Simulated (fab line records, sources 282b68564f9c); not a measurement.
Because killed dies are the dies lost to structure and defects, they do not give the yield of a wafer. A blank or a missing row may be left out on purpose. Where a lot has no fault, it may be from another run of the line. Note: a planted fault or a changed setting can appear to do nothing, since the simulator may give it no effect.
Lot-split experiment    flow rit_cmos    23 wafers read from 5 lots, route of 202 steps

ON THE SPLIT
At RIT_NRETRO_SOFTBAKE_02 (time 60 s), the setting temp_c was moved away from the recipe's 90 C on 9 of the 23 wafers read, by -3.9% to +2.8%. The other wafers ran this setting at the recipe's value.

FROM THE SPLIT TO THE READING: what the file shows between them, 2 steps
- RIT_NRETRO_EXPOSE_03: exposes mask M4, target cd 43900 nm
- RIT_NRETRO_PEB_04

THE READING
NOVOLAK_of_NRETRO_COAT_01.thk_nm (the simulator's own value, which no gauge read), in nm, at RIT_NRETRO_DEVELOP_05 (develop time 68 s). There is no usual value for it anywhere in the file. Across the 14 wafers here that went through the recipe, the average is 1300 nm and the standard deviation 3.4 nm.

wafer   tool, chamber at the split  temp_c as run, C  against the recipe  NOVOLAK_of_NRETRO_COAT_01.thk_nm, nm  against lot-mates on the recipe
L074.1  litho_track-04, 0           86.53             -3.9%               1320                                  +16
L074.2  litho_track-04, 0           90                recipe              1307                                  -
L074.3  litho_track-04, 0           86.53             -3.9%               1316                                  +12
L074.4  litho_track-04, 0           90                recipe              1304                                  -
L074.5  litho_track-04, 0           90                recipe              1301                                  -
L082.2  litho_track-02, 0           90                recipe              1302                                  -
L082.4  litho_track-02, 0           90                recipe              1302                                  -
L082.5  litho_track-02, 0           90                recipe              1298                                  -
L083.1  litho_track-01, 0           92.48             +2.8%               1286                                  -10
L083.3  litho_track-01, 0           90                recipe              1296                                  -
L083.4  litho_track-01, 0           90                recipe              1293                                  -
L083.5  litho_track-01, 0           90                recipe              1299                                  -
L083.6  litho_track-01, 0           92.48             +2.8%               1285                                  -11
L084.2  litho_track-02, 0           86.77             -3.6%               1310                                  +12
L084.3  litho_track-02, 0           90                recipe              1299                                  -
L084.4  litho_track-02, 0           90                recipe              1298                                  -
L084.5  litho_track-02, 0           86.77             -3.6%               1307                                  +8
L084.6  litho_track-02, 0           86.77             -3.6%               1311                                  +12
L085.1  litho_track-01, 0           90                recipe              1297                                  -
L085.2  litho_track-01, 0           90                recipe              1300                                  -
L085.3  litho_track-01, 0           90                recipe              1302                                  -
L085.4  litho_track-01, 0           91.23             +1.4%               1293                                  -7
L085.6  litho_track-01, 0           91.23             +1.4%               1295                                  -5

THE FIT
A straight line over all 23 wafers: NOVOLAK_of_NRETRO_COAT_01.thk_nm changes by -3.94 nm for each +1% of temp_c; r = -0.91; the points scatter about the line by 3.6 nm.
The same after taking each lot's own level away (the mean of its wafers on the recipe; 23 wafers): -3.45 nm for each +1%; r = -0.96; scatter 2.1 nm.
Per that fit: largest temp_c move, reading shift of 13 nm.
Measured against the standard deviation above, the lots' own levels, which go from 1296.0 to 1304.0 nm, span 2.4 times it.
So the slope is not independent of the lot-to-lot level: the two fits are not the same.
Check: +12.3 nm against its lot-mates is what the line predicts for one of the wafers moved furthest among these (-3.9%) when that wafer is left out of the fit. Against them it came out at +16 nm.

THESE WAFERS: OTHER SPLITS
Other splits were also applied to these wafers ahead of the reading. Each is held against what the fit with the lots' levels taken away leaves over:
other split on the same wafers   wafers away from the commonest value  r with NOVOLAK_of_NRETRO_COAT_01.thk_nm (lot level and that fit taken away)
RIT_FOX1_OXIDATION_00 ox_time_s  18                                    -0.05
RIT_NWELL_COAT_01 resist_thk_nm  6                                     +0.09

THE FILE'S OWN FIT
NOVOLAK_of_NRETRO_COAT_01.thk_nm changes by -3.41 nm for each +1% of temp_c, r = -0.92.
